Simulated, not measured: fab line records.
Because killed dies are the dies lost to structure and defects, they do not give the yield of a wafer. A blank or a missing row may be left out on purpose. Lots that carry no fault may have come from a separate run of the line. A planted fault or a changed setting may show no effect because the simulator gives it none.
Which tool was responsible? :: flow rit-cmos :: 14 lots with 42 wafers sampled at 2 steps, on a route of 202 steps

## WHAT THE GAUGES READ, wafer by wafer
RIT_M1_CD_MEAS_90: target cd 2600 nm.
lot: L913
measured: day 3 06:50
on: cd-sem-02
cd-nm (nm): 2599.0 2596.7 2599.1

lot: L914
measured: day 3 13:02
on: cd-sem-01
cd-nm (nm): 2603.2 2602.6 2601.8

lot: L915
measured: day 3 20:32
on: cd-sem-01
cd-nm (nm): 2602.3 2604.2 2606.3

lot: L916
measured: day 4 00:28
on: cd-sem-01
cd-nm (nm): 2602.9 2601.7 2600.3

lot: L917
measured: day 4 04:17
on: cd-sem-01
cd-nm (nm): 2601.0 2602.2 2601.9

lot: L918
measured: day 4 08:13
on: cd-sem-02
cd-nm (nm): 2603.7 2602.9 2603.9

lot: L919
measured: day 4 13:42
on: cd-sem-02
cd-nm (nm): 2599.5 2598.4 2603.3

lot: L920
measured: day 4 17:12
on: cd-sem-02
cd-nm (nm): 2601.4 2599.9 2601.1

lot: L921
measured: day 5 00:27
on: cd-sem-02
cd-nm (nm): 2599.9 2599.1 2604.2

lot: L927
measured: day 6 05:13
on: cd-sem-02
cd-nm (nm): 2609.1 2601.7 2610.0

lot: L928
measured: day 6 09:51
on: cd-sem-01
cd-nm (nm): 2599.7 2597.8 2598.3

lot: L930
measured: day 6 21:25
on: cd-sem-01
cd-nm (nm): 2612.1 2603.2 2609.1

lot: L931
measured: day 7 01:10
on: cd-sem-02
cd-nm (nm): 2601.6 2602.0 2599.1

lot: L933
measured: day 7 13:02
on: cd-sem-01
cd-nm (nm): 2599.6 2599.5 2597.5

## WHAT TOOL EACH LOT RAN ON (gives the tool, then ch and the chambers of the sampled wafers, and finally the start)
lot: L913
RIT_M1_METAL_ETCH_12: rie-metal-04 ch 0,1, day 3 06:19

lot: L914
RIT_M1_METAL_ETCH_12: rie-metal-03 ch 0,1, day 3 12:31

lot: L915
RIT_M1_METAL_ETCH_12: rie-metal-01 ch 0,1, day 3 19:59

lot: L916
RIT_M1_METAL_ETCH_12: rie-metal-04 ch 0,1, day 3 23:55

lot: L917
RIT_M1_METAL_ETCH_12: rie-metal-03 ch 0,1, day 4 03:47

lot: L918
RIT_M1_METAL_ETCH_12: rie-metal-01 ch 1, day 4 07:41

lot: L919
RIT_M1_METAL_ETCH_12: rie-metal-04 ch 0,1, day 4 13:10

lot: L920
RIT_M1_METAL_ETCH_12: rie-metal-03 ch 0,1, day 4 16:43

lot: L921
RIT_M1_METAL_ETCH_12: rie-metal-01 ch 0,1, day 4 23:56

lot: L927
RIT_M1_METAL_ETCH_12: rie-metal-01 ch 0,1, day 6 04:43

lot: L928
RIT_M1_METAL_ETCH_12: rie-metal-04 ch 0, day 6 09:18

lot: L930
RIT_M1_METAL_ETCH_12: rie-metal-01 ch 0,1, day 6 20:55

lot: L931
RIT_M1_METAL_ETCH_12: rie-metal-03 ch 0, day 7 00:29

lot: L933
RIT_M1_METAL_ETCH_12: rie-metal-04 ch 0,1, day 7 12:30
- RIT_M1_METAL_ETCH_12: etches Al in Cl2/BCl3, stops on SiO2, time 165 s, target depth 600 nm.

## WHAT THE TOOLS THEMSELVES READ (means of the sampled wafers that have a number; where no wafer has one, the mark that the record gives instead)
RIT_M1_METAL_ETCH_12.
lot: L913
tool: rie-metal-04
bcl3-flow-sccm (sccm): 50.06
drypump-motor-current-A (A): 5.6
he-backside-leak-sccm (sccm): 3.35
oes-product-au (a.u.): 0.768
run-length-s (s): 193.1
throttle-valve-pct (%): 8.24

lot: L914
tool: rie-metal-03
bcl3-flow-sccm (sccm): 49.96
drypump-motor-current-A (A): 5.6
he-backside-leak-sccm (sccm): 3.21
oes-product-au (a.u.): 0.756
run-length-s (s): 193.5
throttle-valve-pct (%): 8.16

lot: L915
tool: rie-metal-01
bcl3-flow-sccm (sccm): 49.84
drypump-motor-current-A (A): 5.3
he-backside-leak-sccm (sccm): 3.44
oes-product-au (a.u.): 0.793
run-length-s (s): 193.0
throttle-valve-pct (%): 8.30

lot: L916
tool: rie-metal-04
bcl3-flow-sccm (sccm): 49.92
drypump-motor-current-A (A): 5.5
he-backside-leak-sccm (sccm): 3.30
oes-product-au (a.u.): 0.774
run-length-s (s): 193.5
throttle-valve-pct (%): 8.28

lot: L917
tool: rie-metal-03
bcl3-flow-sccm (sccm): 50.05
drypump-motor-current-A (A): 5.6
he-backside-leak-sccm (sccm): 3.36
oes-product-au (a.u.): 0.769
run-length-s (s): 193.4
throttle-valve-pct (%): 8.16

lot: L918
tool: rie-metal-01
bcl3-flow-sccm (sccm): 50.04
drypump-motor-current-A (A): 5.0
he-backside-leak-sccm (sccm): 3.46
oes-product-au (a.u.): 0.796
run-length-s (s): 193.1
throttle-valve-pct (%): 8.38

lot: L919
tool: rie-metal-04
bcl3-flow-sccm (sccm): 50.12
drypump-motor-current-A (A): 5.4
he-backside-leak-sccm (sccm): 3.30
oes-product-au (a.u.): 0.773
run-length-s (s): 193.5
throttle-valve-pct (%): 8.27

lot: L920
tool: rie-metal-03
bcl3-flow-sccm (sccm): 49.96
drypump-motor-current-A (A): 6.0
he-backside-leak-sccm (sccm): 3.12
oes-product-au (a.u.): 0.768
run-length-s (s): 193.4
throttle-valve-pct (%): 8.11

lot: L921
tool: rie-metal-01
bcl3-flow-sccm (sccm): 49.92
drypump-motor-current-A (A): 5.5
he-backside-leak-sccm (sccm): 3.39
oes-product-au (a.u.): 0.783
run-length-s (s): 193.4
throttle-valve-pct (%): 8.22

lot: L927
tool: rie-metal-01
bcl3-flow-sccm (sccm): 49.96
drypump-motor-current-A (A): 5.6
he-backside-leak-sccm (sccm): 3.48
oes-product-au (a.u.): 0.913
run-length-s (s): 149.2
throttle-valve-pct (%): 8.21

lot: L928
tool: rie-metal-04
bcl3-flow-sccm (sccm): 49.79
drypump-motor-current-A (A): 5.7
he-backside-leak-sccm (sccm): 3.54
oes-product-au (a.u.): 0.777
run-length-s (s): 192.7
throttle-valve-pct (%): 8.20

lot: L930
tool: rie-metal-01
bcl3-flow-sccm (sccm): 50.11
drypump-motor-current-A (A): 5.5
he-backside-leak-sccm (sccm): 3.39
oes-product-au (a.u.): 0.913
run-length-s (s): 149.2
throttle-valve-pct (%): 8.20

lot: L931
tool: rie-metal-03
bcl3-flow-sccm (sccm): 50.03
drypump-motor-current-A (A): 5.1
he-backside-leak-sccm (sccm): 3.40
oes-product-au (a.u.): 0.762
run-length-s (s): 193.5
throttle-valve-pct (%): 8.20

lot: L933
tool: rie-metal-04
bcl3-flow-sccm (sccm): 50.01
drypump-motor-current-A (A): 5.4
he-backside-leak-sccm (sccm): 3.34
oes-product-au (a.u.): 0.784
run-length-s (s): 193.5
throttle-valve-pct (%): 8.27

## THE ANSWER, worked out from the rows above alone
Rule: the usual values come from the lots themselves. The widest of any qualifying gaps counts: lots, ordered by their means at a reading, are off when they make up no more than a third of the lots, leave a main group of 4 or more, and stand apart from it by 3 or more times the standard deviation of that group's means. A main group whose means are all the same, to the digits that the tables above print for the reading, isn't used. A lot without any number at a reading at which 4 lots or more have one is off too. Any other lot the step has rows for is counted as sound. First the gauges in route order, then the tools' own readings, where a lot's mean is used as printed above. The first step at which some lot is off is used, and at that step the reading that is off furthest; a lot without a number counts as furthest.
Off: L927, L930 (RIT_M1_METAL_ETCH_12, run-length-s). The main group: mean 193.3 s, standard deviation 0.25.
If a tool, at that step or one of the process steps before it, ran each lot that is off and ran no sound lot following the first of them, it fits. One fits: rie-metal-01 at RIT_M1_METAL_ETCH_12. A fault onset in the window from L921 (day 4 23:56, its last sound lot) to L927 (day 6 04:43, its first lot off) fits.
The tool's own readings at RIT_M1_METAL_ETCH_12 bear it out: on the lots that are off they differ by more than 5 times the standard deviation of the sound lots' means. oes-product-au reads 0.913 a.u. there against 0.775 a.u. on the sound lots; run-length-s reads 149.2 s there against 193.3 s on the sound lots.

## WHAT THE SIMULATOR HAD INSERTED
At RIT_M1_METAL_ETCH_12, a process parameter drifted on rie-metal-01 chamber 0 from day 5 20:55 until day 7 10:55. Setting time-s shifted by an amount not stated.
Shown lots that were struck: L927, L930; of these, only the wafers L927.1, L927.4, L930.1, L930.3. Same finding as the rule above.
